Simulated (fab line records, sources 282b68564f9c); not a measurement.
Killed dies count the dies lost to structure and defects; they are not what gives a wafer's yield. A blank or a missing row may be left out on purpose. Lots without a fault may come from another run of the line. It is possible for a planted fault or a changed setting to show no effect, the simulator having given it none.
fab line records -- flow ritCmos
[record] lots = 14, wafers = 42, lastDay = 7
route steps=202 shown CONTACT@182 M1@202
lots untouched by any fault: they come from a run of this same line in which no faults occurred
startH: hours from the record's first day to the start of the lot's first wafer shown -- waitH: hours elapsed since this lot's preceding step -- " as in the row above -- L1.1+2: a row that stands for several wafers -- - no value, or no start was given -- * or withheld: withheld -- < > ~ a bound
route shown NAME@n: names a module that has steps shown in the file, with the first one's number in the route -- usual: average and standard deviation across the fault-free wafers -- same: alike in all rows -- chamber/n: place in a boat -- sites: per-site readings -- _std_site: the values' standard deviation -- _edge_site: outer sites' mean less inner sites' -- radiusMm: how far each site lies from the wafer's centre -- mask NAME#n: copy n -- behind: the most recent tool/chamber to have shaped the wafer -- hold: why the lot was held/for how many hours/how that ended -- device: transistor that didn't switch, given as n, p or np -- end of line: the route-end tests of the same wafers -- a step with no rows: only its recipe -- killed: dies that structure and defects cost at the first sort, which is not the same as the wafer's yield -- map: dies across one wafer; x = killed, . = not, _ = none there
set.NAME: the run value of the setting; set.NAME@STEP: its run value at that earlier step -- model.NAME: the simulator's own value behind a step, which no gauge read
one table for each step of the route and one row for each wafer, over a sample of lots
services: the hour from which a tool's chamber was out of use, counted from the record's first day as startH (under 0 if before that day), plus the number of hours and why
[[steps]]
[step RIT_CONTACT_CLEAN_13]
[recipe] chemistry = SC1, mix = 3:3:50, timeS = 600, tempC = 75
[usual] runLengthS = 628/3
lot.wafer,tool,chamber,startH,waitH,runLengthS
L576.4,wetBench-02,2,60.56,0.0,628
L576.5,wetBench-02,2,60.56,0.0,628
L576.6,wetBench-02,2,60.56,0.0,628
L577.2,wetBench-02,2,66.37,0.1,628
L577.5,wetBench-02,2,66.37,0.1,628
L577.6,wetBench-02,2,66.37,0.1,628
L579.3,wetBench-04,3,70.02,0.1,633
L579.4,wetBench-04,3,70.02,0.1,633
L579.6,wetBench-04,3,70.02,0.1,633
L580.1,wetBench-02,3,81.14,0.1,634
L580.4,wetBench-02,3,81.14,0.1,634
L580.5,wetBench-02,3,81.14,0.1,634
L585.2,wetBench-02,3,105.56,0.1,627
L585.5,wetBench-02,3,105.56,0.1,627
L585.6,wetBench-02,3,105.56,0.1,627
L586.1,wetBench-02,3,108.55,0.1,628
L586.3,wetBench-02,3,108.55,0.1,628
L586.4,wetBench-02,3,108.55,0.1,628
L588.1,wetBench-04,0,117.95,0.1,657
L588.3,wetBench-04,0,117.95,0.1,657
L588.5,wetBench-04,0,117.95,0.1,657
L589.1,wetBench-04,0,120.86,0.1,657
L589.4,wetBench-04,0,120.86,0.1,657
L589.5,wetBench-04,0,120.86,0.1,657
L591.2,wetBench-02,3,132.66,0.1,626
L591.3,wetBench-02,3,132.66,0.1,626
L591.4,wetBench-02,3,132.66,0.1,626
L592.1,wetBench-02,2,138.73,0.1,627
L592.2,wetBench-02,2,138.73,0.1,627
L592.6,wetBench-02,2,138.73,0.1,627
L593.1,wetBench-04,1,139.88,0.1,626
L593.2,wetBench-04,1,139.88,0.1,626
L593.5,wetBench-04,1,139.88,0.1,626
L596.2,wetBench-03,1,158.72,0.1,633
L596.4,wetBench-03,1,158.72,0.1,633
L596.5,wetBench-03,1,158.72,0.1,633
L597.2,wetBench-03,1,161.21,0.1,633
L597.3,wetBench-03,1,161.21,0.1,633
L597.6,wetBench-03,1,161.21,0.1,633
L599.1,wetBench-02,3,173.00,0.1,626
L599.3,wetBench-02,3,173.00,0.1,626
L599.4,wetBench-02,3,173.00,0.1,626
[step RIT_M1_PROBE_99]
[usual] killedAtContacts = 0.1/0.27, killedAtFrontEnd = 7/3.1, killedDies = 7/3.1, killedOpen = 3.3/2.1, killedShort = 3.5/2
[same] grossDies = 264, killed_at_M0_to_M3 = 0, killed_at_M4_up = 0, killedAtBackSide = 0, killedAtOther = 0
lot.wafer,tool,chamber,startH,waitH,killedAtContacts,killedAtFrontEnd,killedDies,killedOpen,killedShort
L576.4,prober-02,-,65.09,0.2,0,7,7,3,4
L576.5,prober-02,-,65.14,0.2,0,8,8,5,3
L576.6,prober-02,-,65.19,0.2,0,10,10,5,5
L577.2,prober-01,-,70.90,0.1,1,5,6,3,3
L577.5,prober-01,-,71.05,0.2,0,8,8,5,3
L577.6,prober-01,-,71.10,0.2,0,6,6,4,2
L579.3,prober-01,-,75.89,0.2,0,5,5,2,3
L579.4,prober-01,-,75.94,0.2,0,10,10,6,4
L579.6,prober-01,-,76.04,0.2,0,6,6,4,2
L580.1,prober-02,-,85.84,0.1,0,4,4,2,2
L580.4,prober-02,-,85.99,0.2,0,6,6,3,3
L580.5,prober-02,-,86.04,0.2,0,8,8,4,3
L585.2,prober-01,-,110.14,0.1,0,7,7,1,6
L585.5,prober-01,-,110.29,0.2,0,12,12,8,4
L585.6,prober-01,-,110.34,0.2,0,8,8,3,5
L586.1,prober-02,-,113.07,0.1,0,5,5,2,2
L586.3,prober-02,-,113.17,0.2,0,3,3,2,1
L586.4,prober-02,-,113.22,0.2,0,4,4,1,3
L588.1,prober-02,-,122.32,0.1,1,7,8,3,5
L588.3,prober-02,-,122.42,0.2,0,8,8,6,2
L588.5,prober-02,-,122.52,0.2,0,7,7,4,3
L589.1,prober-01,-,125.24,0.1,0,5,5,4,1
L589.4,prober-01,-,125.39,0.2,1,6,7,2,5
L589.5,prober-01,-,125.44,0.2,0,2,2,0,2
L591.2,prober-01,-,137.34,0.1,0,6,6,3,3
L591.3,prober-01,-,137.39,0.2,0,8,8,4,4
L591.4,prober-01,-,137.44,0.2,0,9,9,6,3
L592.1,prober-02,-,143.23,0.1,0,8,8,3,5
L592.2,prober-02,-,143.28,0.1,0,9,9,2,7
L592.6,prober-02,-,143.48,0.2,0,5,5,4,1
L593.1,prober-01,-,144.73,0.1,0,7,7,5,2
L593.2,prober-01,-,144.78,0.1,0,7,7,3,4
L593.5,prober-01,-,144.93,0.2,0,8,8,2,6
L596.2,prober-01,-,163.29,0.1,0,7,7,2,5
L596.4,prober-01,-,163.39,0.2,0,7,7,6,1
L596.5,prober-01,-,163.44,0.2,0,11,11,4,7
L597.2,prober-02,-,165.78,0.1,0,6,6,4,2
L597.3,prober-02,-,165.83,0.2,0,12,12,8,4
L597.6,prober-02,-,165.98,0.2,0,5,5,0,5
L599.1,prober-02,-,177.49,0.1,0,6,6,4,2
L599.3,prober-02,-,177.59,0.2,0,4,4,3,1
L599.4,prober-02,-,177.64,0.2,0,10,10,3,7
// killed by level:class
L576.4 GATE:geometricParticle:short=4 SILICIDE:geometricParticle:open=2 REOX:geometricParticle:open=1
L576.5 GATE:geometricParticle:open=3 GATE:geometricParticle:short=2 SPACER:geometricParticle:open=2 FOX1:geometricParticle:short=1
L576.6 GATE:geometricParticle:open=4 GATE:geometricParticle:short=3 SPACER:geometricParticle:short=1 SILICIDE:geometricParticle:short=1 SILICIDE:geometricParticle:open=1
L577.2 FOX1:geometricParticle:short=1 FOX2:geometricParticle:open=1 GATE:geometricParticle:open=1 SILICIDE:geometricParticle:short=1 SILICIDE:geometricParticle:open=1 CONTACT:geometricParticle:short=1
L577.5 GATE:geometricParticle:open=4 GATE:geometricParticle:short=2 SILICIDE:geometricParticle:short=1 SILICIDE:geometricParticle:open=1
L577.6 SILICIDE:geometricParticle:open=2 SILICIDE:geometricParticle:short=1 GATE:geometricParticle:open=1 REOX:geometricParticle:short=1 SPACER:geometricParticle:open=1
L579.3 FOX2:geometricParticle:short=1 GATE:geometricParticle:open=1 GATE:geometricParticle:short=1 SPACER:geometricParticle:open=1 SILICIDE:geometricParticle:short=1
L579.4 FOX2:geometricParticle:open=2 FOX2:geometricParticle:short=2 REOX:geometricParticle:open=2 FOX1:geometricParticle:short=1 GATE:geometricParticle:short=1 SPACER:geometricParticle:open=1 SILICIDE:geometricParticle:open=1
L579.6 FOX1:geometricParticle:open=1 FOX2:geometricParticle:open=1 GATE:geometricParticle:short=1 GATE:geometricParticle:open=1 REOX:geometricParticle:open=1 SPACER:geometricParticle:short=1
L580.1 FOX2:geometricParticle:short=1 FOX2:geometricParticle:open=1 GATE:geometricParticle:short=1 SILICIDE:geometricParticle:open=1
L580.4 GATE:geometricParticle:short=2 FOX2:geometricParticle:open=1 GATE:geometricParticle:open=1 REOX:geometricParticle:open=1 SILICIDE:geometricParticle:short=1
L580.5 GATE:geometricParticle:short=3 FOX2:geometricParticle:open=2 GATE:geometricParticle:open=1 SPACER:geometricParticle:open=1 NRETRO:coatMicrobubblePrinted=1
L585.2 FOX2:geometricParticle:short=2 GATE:geometricParticle:short=2 SPACER:geometricParticle:short=2 REOX:geometricParticle:open=1
L585.5 FOX2:geometricParticle:short=2 FOX2:geometricParticle:open=2 SILICIDE:geometricParticle:open=2 FOX1:geometricParticle:open=1 GATE:geometricParticle:open=1 REOX:geometricParticle:open=1 SPACER:geometricParticle:open=1 SPACER:geometricParticle:short=1
L585.6 REOX:geometricParticle:short=2 FOX2:geometricParticle:open=1 FOX2:geometricParticle:short=1 GATE:geometricParticle:open=1 GATE:geometricParticle:short=1 SPACER:geometricParticle:short=1 SILICIDE:geometricParticle:open=1
L586.1 FOX2:geometricParticle:open=1 GATE:geometricParticle:short=1 REOX:geometricParticle:short=1 SILICIDE:geometricParticle:open=1 NRETRO:coatMicrobubblePrinted=1
L586.3 FOX1:geometricParticle:short=1 REOX:geometricParticle:open=1 SILICIDE:geometricParticle:open=1
L586.4 GATE:geometricParticle:short=2 GATE:geometricParticle:open=1 SPACER:geometricParticle:short=1
L588.1 ACTIVE:geometricParticle:open=1 FOX1:geometricParticle:short=1 FOX2:geometricParticle:open=1 GATE:geometricParticle:short=1 SPACER:geometricParticle:short=1 SILICIDE:geometricParticle:short=1 SILICIDE:geometricParticle:open=1 CONTACT:geometricParticle:short=1
L588.3 SPACER:geometricParticle:open=3 FOX1:geometricParticle:open=1 GATE:geometricParticle:open=1 SPACER:geometricParticle:short=1 SILICIDE:geometricParticle:open=1 SILICIDE:geometricParticle:short=1
L588.5 SILICIDE:geometricParticle:open=3 REOX:geometricParticle:short=2 FOX2:geometricParticle:short=1 FOX2:geometricParticle:open=1
L589.1 REOX:geometricParticle:open=3 GATE:geometricParticle:open=1 REOX:geometricParticle:short=1
L589.4 GATE:geometricParticle:short=2 GATE:geometricParticle:open=2 REOX:geometricParticle:short=1 SILICIDE:geometricParticle:short=1 CONTACT:geometricParticle:short=1
L589.5 FOX1:geometricParticle:short=1 GATE:geometricParticle:short=1
L591.2 FOX2:geometricParticle:short=2 FOX1:geometricParticle:open=1 GATE:geometricParticle:short=1 GATE:geometricParticle:open=1 REOX:geometricParticle:open=1
L591.3 GATE:geometricParticle:short=2 FOX1:geometricParticle:short=1 FOX2:geometricParticle:open=1 GATE:geometricParticle:open=1 REOX:geometricParticle:short=1 REOX:geometricParticle:open=1 SILICIDE:geometricParticle:open=1
L591.4 GATE:geometricParticle:open=3 GATE:geometricParticle:short=2 FOX2:geometricParticle:open=1 REOX:geometricParticle:open=1 SILICIDE:geometricParticle:open=1 SILICIDE:geometricParticle:short=1
L592.1 GATE:geometricParticle:short=3 GATE:geometricParticle:open=2 FOX1:geometricParticle:open=1 SPACER:geometricParticle:short=1 SILICIDE:geometricParticle:short=1
L592.2 GATE:geometricParticle:short=2 REOX:geometricParticle:open=2 SPACER:geometricParticle:short=2 FOX1:geometricParticle:short=1 FOX2:geometricParticle:short=1 REOX:geometricParticle:short=1
L592.6 SPACER:geometricParticle:open=2 ACTIVE:geometricParticle:open=1 FOX1:geometricParticle:open=1 GATE:geometricParticle:short=1
L593.1 GATE:geometricParticle:open=3 FOX1:geometricParticle:short=1 FOX1:geometricParticle:open=1 FOX2:geometricParticle:short=1 FOX2:geometricParticle:open=1
L593.2 GATE:geometricParticle:short=4 FOX1:geometricParticle:open=2 GATE:geometricParticle:open=1
L593.5 GATE:geometricParticle:short=3 REOX:geometricParticle:short=3 GATE:geometricParticle:open=2
L596.2 GATE:geometricParticle:short=3 FOX1:geometricParticle:short=2 REOX:geometricParticle:open=1 SILICIDE:geometricParticle:open=1
L596.4 FOX1:geometricParticle:open=3 GATE:geometricParticle:open=2 REOX:geometricParticle:short=1 SILICIDE:geometricParticle:open=1
L596.5 FOX2:geometricParticle:open=2 FOX2:geometricParticle:short=2 REOX:geometricParticle:short=2 FOX1:geometricParticle:short=1 GATE:geometricParticle:open=1 GATE:geometricParticle:short=1 REOX:geometricParticle:open=1 SILICIDE:geometricParticle:short=1
L597.2 GATE:geometricParticle:short=2 SPACER:geometricParticle:open=2 FOX1:geometricParticle:open=1 GATE:geometricParticle:open=1
L597.3 GATE:geometricParticle:open=4 SPACER:geometricParticle:open=3 SPACER:geometricParticle:short=2 FOX1:geometricParticle:short=1 GATE:geometricParticle:short=1 SILICIDE:geometricParticle:open=1
L597.6 GATE:geometricParticle:short=4 FOX1:geometricParticle:short=1
L599.1 FOX2:geometricParticle:short=2 GATE:geometricParticle:open=2 FOX1:geometricParticle:open=1 SILICIDE:geometricParticle:open=1
L599.3 FOX1:geometricParticle:open=1 FOX2:geometricParticle:open=1 GATE:geometricParticle:short=1 REOX:geometricParticle:open=1
L599.4 GATE:geometricParticle:short=3 GATE:geometricParticle:open=2 SPACER:geometricParticle:short=2 FOX1:geometricParticle:short=1 SILICIDE:geometricParticle:short=1 SILICIDE:geometricParticle:open=1
[[services]]
tool,chamber,startH,hours,kind
wetBench-03,-,102.21,1.9,pm
wetBench-02,-,126.62,1.9,pm
[[key]]
[firstSign] step = RIT_CONTACT_CLEAN_13, reading = runLengthS, direction = up, sigmas = 9.5, usual = *, struck = *
effect none on later readings
metAt RIT_CONTACT_CLEAN_13
struckLots L588,L589
struckWafers L588.1,L588.3,L588.5,L589.1,L589.4,L589.5
testerLeftOut L588,L589
[fault] kind = processParameterDrift, tool = wetBench-04, chamber = 0, onsetH = 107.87, steps = RIT_CONTACT_CLEAN_13, channel = timeS, offset = *, shape = step, endH = 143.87, actsIn = *, stated = *
// testerLeftOut: of these lots the tester's yield and bins aren't shown, on N5 and GAA mostly nor the transistor test; their killed dies are dies lost to structure and defects alone, not to doping, threshold or leakage, so they don't give the yield
